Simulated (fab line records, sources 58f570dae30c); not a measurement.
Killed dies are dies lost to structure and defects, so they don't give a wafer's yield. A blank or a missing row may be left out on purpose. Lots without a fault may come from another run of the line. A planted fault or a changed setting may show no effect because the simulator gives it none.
Which tool did it? | flow berkeley_cmos170 | 7 lots, 21 wafers sampled, at 3 steps of a route of 331

WHAT THE GAUGES READ, wafer by wafer
UCB170_NVT_TW_MEAS_09.
lot  | measured     | on            | NVT_TW
L551 | day 6 05:31  | film_metro-02 | 523 521 520
L555 | day 6 15:07  | film_metro-04 | 522 520 523
L556 | day 7 14:30  | film_metro-02 | 522 525 522
L559 | day 7 20:56  | film_metro-04 | 520 519 521
L567 | day 9 10:30  | film_metro-01 | 658 657 657
L570 | day 10 05:12 | film_metro-04 | 523 520 520
L574 | day 11 06:11 | film_metro-02 | 519 521 524

WHICH TOOL RAN EACH LOT (tool, then ch and the chambers of the sampled wafers, then the start)
lot  | UCB170_ACTIVE_ETCH_15             | UCB170_NVT_IMPLANT_07
L551 | rie_diel-03 ch 0,2,3, day 4 19:15 | implanter-02 ch 0, day 6 05:18
L555 | rie_diel-03 ch 0,3, day 5 01:44   | implanter-04 ch 0, day 6 14:52
L556 | rie_diel-03 ch 0,1,3, day 5 21:58 | implanter-02 ch 0, day 7 14:17
L559 | rie_diel-02 ch 2,3, day 6 07:42   | implanter-02 ch 0, day 7 20:42
L567 | rie_diel-03 ch 0,1,3, day 7 19:23 | implanter-04 ch 0, day 9 09:59
L570 | rie_diel-03 ch 0,1,2, day 8 14:39 | implanter-02 ch 0, day 10 04:58
L574 | rie_diel-03 ch 1,2, day 9 15:05   | implanter-01 ch 0, day 11 05:57
- UCB170_ACTIVE_ETCH_15: etches Si3N4 in CH3F/Ar/O2, stops on SiO2, target depth 242 nm, time 151 s.
- UCB170_NVT_IMPLANT_07

THE ANSWER, worked out from the rows above alone
Rule: what is usual is taken from the lots themselves. Put in order of their means at a reading, lots are off if they are a third of the lots or fewer, leave a main group of 4 or more, and stand apart from it by a gap of 3 or more times the standard deviation of the main group's means; of several such gaps the widest counts. A main group whose means are all the same, to the digits that the tables above print for the reading, isn't used. A lot without any number at a reading at which 4 lots or more have one is off too. The other lots that the step has rows for count as sound.
Off: L567, at UCB170_NVT_TW_MEAS_09 (NVT_TW). The main group: mean 521, standard deviation 0.89.
A tool fits if, at a process step before that reading, it ran every lot that is off, and no sound lot after the first of them. The gauges at UCB170_NVT_TW_MEAS_09 are tried like those tools. Can't be told from this: 2 tools fit, implanter-04 at UCB170_NVT_IMPLANT_07, film_metro-01 at UCB170_NVT_TW_MEAS_09.

WHAT THE SIMULATOR HAD PUT IN
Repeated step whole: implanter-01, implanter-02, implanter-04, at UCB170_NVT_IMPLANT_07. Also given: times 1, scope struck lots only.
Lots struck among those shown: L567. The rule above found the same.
